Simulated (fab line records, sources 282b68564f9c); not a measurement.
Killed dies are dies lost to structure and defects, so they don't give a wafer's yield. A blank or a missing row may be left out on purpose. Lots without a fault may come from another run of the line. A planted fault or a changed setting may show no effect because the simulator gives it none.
Split-lot experiment | flow rit_cmos | 5 lots, 23 wafers read, on a route of 202 steps

THE SPLIT
At RIT_REOX_CLEAN_01 (cleans in dHF, time 30 s), the setting time_s was moved away from the recipe's 30 s on 15 of the 23 wafers read, by -11.2% to +10.9%. The other wafers ran this setting at the recipe's value.

The reading is taken at the split's own step.

THE READING
SiO2_of_FOX2_OXIDATION_00.thk_nm (the simulator's own value, which no gauge read), in nm, at RIT_REOX_CLEAN_01 (cleans in dHF, time 30 s). The file gives no usual value for it. The 8 wafers here that ran the recipe average 229.7 nm, standard deviation 2 nm.

wafer  | tool, chamber at the split | time_s as run, s | against the recipe | SiO2_of_FOX2_OXIDATION_00.thk_nm, nm | against lot-mates on the recipe
L074.2 | -, -                       | 33.26            | +10.9%             | 226.1                                | no lot-mate on the recipe
L074.3 | -, -                       | 33.26            | +10.9%             | 226.5                                | no lot-mate on the recipe
L074.4 | -, -                       | 33.26            | +10.9%             | 223.9                                | no lot-mate on the recipe
L074.5 | -, -                       | 33.26            | +10.9%             | 223.3                                | no lot-mate on the recipe
L074.6 | -, -                       | 33.26            | +10.9%             | 228.6                                | no lot-mate on the recipe
L078.4 | wet_bench-01, 0            | 30               | recipe             | 228.5                                | -
L078.6 | wet_bench-01, 0            | 30               | recipe             | 228.5                                | -
L078.5 | wet_bench-01, 0            | 30               | recipe             | 232.5                                | -
L079.1 | -, -                       | 28.27            | -5.8%              | 256.3                                | no lot-mate on the recipe
L079.2 | -, -                       | 28.27            | -5.8%              | 259.6                                | no lot-mate on the recipe
L079.3 | -, -                       | 28.27            | -5.8%              | 254.3                                | no lot-mate on the recipe
L079.4 | -, -                       | 28.27            | -5.8%              | 260.2                                | no lot-mate on the recipe
L079.6 | -, -                       | 28.27            | -5.8%              | 260.9                                | no lot-mate on the recipe
L080.1 | -, -                       | 26.65            | -11.2%             | 253.9                                | no lot-mate on the recipe
L080.2 | -, -                       | 26.65            | -11.2%             | 255.3                                | no lot-mate on the recipe
L080.3 | -, -                       | 26.65            | -11.2%             | 257.5                                | no lot-mate on the recipe
L080.4 | -, -                       | 26.65            | -11.2%             | 261.7                                | no lot-mate on the recipe
L080.5 | -, -                       | 26.65            | -11.2%             | 258                                  | no lot-mate on the recipe
L083.1 | -, -                       | 30               | recipe             | 233.2                                | -
L083.2 | -, -                       | 30               | recipe             | 229.6                                | -
L083.3 | -, -                       | 30               | recipe             | 229.6                                | -
L083.4 | -, -                       | 30               | recipe             | 228.8                                | -
L083.5 | -, -                       | 30               | recipe             | 226.8                                | -

THE FIT
A straight line over all 23 wafers: SiO2_of_FOX2_OXIDATION_00.thk_nm changes by -1.67 nm for each +1% of time_s; r = -0.85; the points scatter about the line by 8.1 nm.
Too few moved wafers have a lot-mate on the recipe to fit a line with each lot's own level taken away.

THE FILE'S OWN FIT
SiO2_of_FOX2_OXIDATION_00.thk_nm changes by -1.67 nm for each +1% of time_s, r = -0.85.
